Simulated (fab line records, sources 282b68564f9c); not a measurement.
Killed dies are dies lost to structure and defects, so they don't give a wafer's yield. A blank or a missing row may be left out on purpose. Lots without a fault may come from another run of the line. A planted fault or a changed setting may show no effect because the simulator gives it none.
Which tool did it? | flow rit_cmos | 13 lots, 39 wafers sampled, at 4 steps of a route of 202

WHAT THE GAUGES READ, wafer by wafer
RIT_GATE_THK_MEAS_07.
lot  | measured    | on            | GATE_OXIDE_THK (nm)
L335 | day 2 18:55 | film_metro-01 | 2.99 3.03 2.96
L336 | day 2 21:48 | film_metro-01 | 2.97 3.02 3.02
L337 | day 3 09:17 | film_metro-04 | 2.98 2.99 2.99
L338 | day 3 13:25 | film_metro-04 | 3.05 2.99 3.03
L341 | day 3 21:31 | film_metro-04 | 2.98 3.03 3.03
L343 | day 4 10:42 | film_metro-04 | 3.00 2.97 2.93
L344 | day 4 13:53 | film_metro-01 | 2.95 2.92 2.96
L346 | day 5 02:21 | film_metro-01 | 3.05 2.99 3.08
L349 | day 5 17:33 | film_metro-01 | 3.11 3.09 3.15
L353 | day 6 12:31 | film_metro-03 | 2.99 3.10 2.99
L355 | day 6 23:43 | film_metro-04 | 3.04 3.07 3.04
L356 | day 7 07:53 | film_metro-03 | 2.99 2.99 3.03
L357 | day 7 09:41 | film_metro-03 | 3.04 3.01 3.00

RIT_SDANNEAL_RS_MEAS_06: measures by four-point-probe.
lot  | measured    | on            | PLDD_RS (ohm/sq)
L335 | day 3 14:02 | film_metro-02 | 179.5 179.3 179.3
L336 | day 3 18:25 | film_metro-02 | 179.7 179.8 179.2
L337 | day 4 02:19 | film_metro-01 | 179.2 179.2 179.5
L338 | day 4 04:50 | film_metro-02 | 179.9 180.2 180.1
L341 | day 4 16:22 | film_metro-02 | 179.3 179.3 179.2
L343 | day 5 04:39 | film_metro-04 | 179.7 179.1 180.2
L344 | day 5 06:29 | film_metro-01 | 180.3 180.2 180.6
L346 | day 5 18:16 | film_metro-04 | 178.8 179.4 179.2
L349 | day 6 10:59 | film_metro-02 | 179.4 178.3
L353 | day 7 04:22 | film_metro-02 | 179.6 179.5 179.4
L355 | day 7 17:04 | film_metro-04 | 179.8 179.1 179.3
L356 | day 7 23:46 | film_metro-02 | 180.1 179.9 179.9
L357 | day 8 02:07 | film_metro-01 | 179.8 179.0 179.5

WHICH TOOL RAN EACH LOT (tool, then ch and the chambers of the sampled wafers, then the start)
lot  | RIT_NRETRO_STRIP_09                 | RIT_SPACER_ETCHBACK_05
L335 | plasma_asher-04 ch 0,1, day 2 12:52 | rie_diel-01 ch 1,2,3, day 3 10:14
L336 | plasma_asher-04 ch 0, day 2 17:57   | rie_diel-01 ch 0,3, day 3 14:33
L337 | plasma_asher-02 ch 0,1, day 2 23:14 | rie_diel-02 ch 0,1, day 3 22:29
L338 | plasma_asher-02 ch 1, day 3 06:00   | rie_diel-03 ch 1,2,3, day 4 01:04
L341 | plasma_asher-02 ch 0,1, day 3 17:48 | rie_diel-03 ch 0,1,2, day 4 11:58
L343 | plasma_asher-01 ch 0,1, day 4 06:08 | rie_diel-03 ch 0,1,2, day 5 00:22
L344 | plasma_asher-04 ch 0,1, day 4 10:04 | rie_diel-02 ch 0,1,3, day 5 02:22
L346 | plasma_asher-04 ch 0,1, day 4 20:50 | rie_diel-01 ch 0,1,2, day 5 14:21
L349 | plasma_asher-01 ch 0,1, day 5 10:45 | rie_diel-03 ch 1,2, day 6 07:03
L353 | plasma_asher-04 ch 0,1, day 6 07:16 | rie_diel-01 ch 0,1,3, day 7 00:10
L355 | plasma_asher-04 ch 0,1, day 6 17:20 | rie_diel-02 ch 0,1,2, day 7 13:16
L356 | plasma_asher-04 ch 0,1, day 7 01:01 | rie_diel-02 ch 1,2,3, day 7 19:41
L357 | plasma_asher-01 ch 0,1, day 7 02:37 | rie_diel-01 ch 0,1,3, day 7 22:11
- RIT_NRETRO_STRIP_09: strips in O2, time 180 s.
- RIT_SPACER_ETCHBACK_05: etches Si3N4 in SF6/CHF3, stops on SiO2, target depth 250 nm, time 240 s.

WHAT THE TOOLS THEMSELVES READ (means of the sampled wafers that have a number; where no wafer has one, the mark that the record gives instead)
RIT_NRETRO_STRIP_09.
lot  | tool            | drypump_motor_current_A (A)
L335 | plasma_asher-04 | 5.62
L336 | plasma_asher-04 | 5.54
L337 | plasma_asher-02 | 5.71
L338 | plasma_asher-02 | 5.78
L341 | plasma_asher-02 | 5.61
L343 | plasma_asher-01 | 6.00
L344 | plasma_asher-04 | 5.60
L346 | plasma_asher-04 | 5.63
L349 | plasma_asher-01 | 5.76
L353 | plasma_asher-04 | 5.62
L355 | plasma_asher-04 | 5.62
L356 | plasma_asher-04 | 5.63
L357 | plasma_asher-01 | 5.78

RIT_SPACER_ETCHBACK_05.
lot  | tool        | drypump_motor_current_A (A) | oes_product_au (a.u.) | run_length_s (s) | throttle_valve_pct (%)
L335 | rie_diel-01 | 5.8                         | 0.852                 | 268.4            | 10.09
L336 | rie_diel-01 | 5.8                         | 0.849                 | 267.9            | 10.08
L337 | rie_diel-02 | 5.3                         | 0.845                 | 268.6            | 10.22
L338 | rie_diel-03 | 6.0                         | 0.839                 | 268.4            | 10.30
L341 | rie_diel-03 | 5.8                         | 0.851                 | 268.5            | 10.41
L343 | rie_diel-03 | 5.8                         | 0.854                 | 268.4            | 10.40
L344 | rie_diel-02 | 5.8                         | 0.837                 | 268.1            | 10.30
L346 | rie_diel-01 | 6.0                         | 0.849                 | 268.4            | 10.19
L349 | rie_diel-03 | 5.7                         | 0.906                 | 236.4            | 10.39
L353 | rie_diel-01 | 5.9                         | 0.851                 | 268.0            | 10.13
L355 | rie_diel-02 | 5.5                         | 0.854                 | 268.0            | 10.16
L356 | rie_diel-02 | 5.5                         | 0.830                 | 268.0            | 10.18
L357 | rie_diel-01 | 5.9                         | 0.844                 | 268.1            | 10.12

THE ANSWER, worked out from the rows above alone
Rule: what is usual is taken from the lots themselves. Put in order of their means at a reading, lots are off if they are a third of the lots or fewer, leave a main group of 4 or more, and stand apart from it by a gap of 3 or more times the standard deviation of the main group's means; of several such gaps the widest counts. A main group whose means are all the same, to the digits that the tables above print for the reading, isn't used. A lot without any number at a reading at which 4 lots or more have one is off too. The other lots that the step has rows for count as sound. The gauges are gone through in route order, then the tools' own readings, and for those a lot's mean is taken as printed above. The first step at which some lot is off is used, and at that step the reading that is off furthest; a lot without a number counts as furthest.
Off: L349, at RIT_SPACER_ETCHBACK_05 (run_length_s). The main group: mean 268.2 s, standard deviation 0.23.
A tool fits if, at that step or a process step before it, it ran every lot that is off, and no sound lot after the first of them. One fits: rie_diel-03 at RIT_SPACER_ETCHBACK_05. Its last sound lot is L343 (day 5 00:22), its first lot that is off L349 (day 6 07:03): a fault that began between those two fits.
The tool's own readings at RIT_SPACER_ETCHBACK_05 bear it out: on the lots that are off they differ by more than 5 times the standard deviation of the sound lots' means. oes_product_au reads 0.906 a.u. there against 0.846 a.u. on the sound lots; run_length_s reads 236.4 s there against 268.2 s on the sound lots.

WHAT THE SIMULATOR HAD PUT IN
Process parameter drift: rie_diel-03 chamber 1, from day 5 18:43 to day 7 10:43, at RIT_SPACER_ETCHBACK_05. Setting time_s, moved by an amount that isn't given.
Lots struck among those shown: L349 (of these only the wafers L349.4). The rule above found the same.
